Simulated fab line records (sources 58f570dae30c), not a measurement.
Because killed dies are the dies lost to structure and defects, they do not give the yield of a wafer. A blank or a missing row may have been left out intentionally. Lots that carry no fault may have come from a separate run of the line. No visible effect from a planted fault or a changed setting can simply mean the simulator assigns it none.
Which tool was responsible? -- flow berkeleyCmos170 -- 7 lots, 21 wafers sampled, at 2 steps of a route of 331

== WHAT THE GAUGES READ, wafer by wafer ==
UCB170_NSD_TW_MEAS_10.
lot,measured,on,NSD_TW
L698,day 8 09:49,filmMetro-03,4154 4158 4161
L700,day 8 17:23,filmMetro-03,4147 4142 4141
L706,day 9 16:22,filmMetro-03,4188 4210 4217
L714,day 11 16:08,filmMetro-03,4212 4224 4211
L717,day 11 17:03,filmMetro-04,4182 4223 4217
L718,day 12 12:44,filmMetro-04,4184 4184 4171
L720,day 13 06:18,filmMetro-02,4202 4173 4226

== TOOL THAT RAN EACH LOT (tool first, then ch and the chambers of the sampled wafers, then the start) ==
lot,UCB170_PWELL_SOFTBAKE_09
L698,"lithoTrack-03 ch 0, day 3 18:36"
L700,"lithoTrack-04 ch 0, day 4 04:10"
L706,"lithoTrack-02 ch 0, day 5 06:07"
L714,"lithoTrack-03 ch 0, day 7 06:21"
L717,"lithoTrack-03 ch 0, day 7 13:31"
L718,"lithoTrack-04 ch 0, day 8 03:14"
L720,"lithoTrack-04 ch 0, day 8 14:32"
- UCB170_PWELL_SOFTBAKE_09: time 60 s.

== THE ANSWER, worked out from the rows above alone ==
Rule: what is usual is taken from the lots themselves. The widest of any qualifying gaps counts: lots, ordered by their means at a reading, are off when they make up no more than a third of the lots, leave a main group of 4 or more, and stand apart from it by 3 or more times the standard deviation of that group's means. The tables above print the reading to a certain number of digits; a main group whose means all agree to those digits is not used. Also off: a lot with no number at a reading for which 4 or more lots have one. All remaining lots with rows at the step are treated as sound.
None of the lots is off at any reading shown; this tells nothing.

== WHAT THE SIMULATOR HAD INSERTED ==
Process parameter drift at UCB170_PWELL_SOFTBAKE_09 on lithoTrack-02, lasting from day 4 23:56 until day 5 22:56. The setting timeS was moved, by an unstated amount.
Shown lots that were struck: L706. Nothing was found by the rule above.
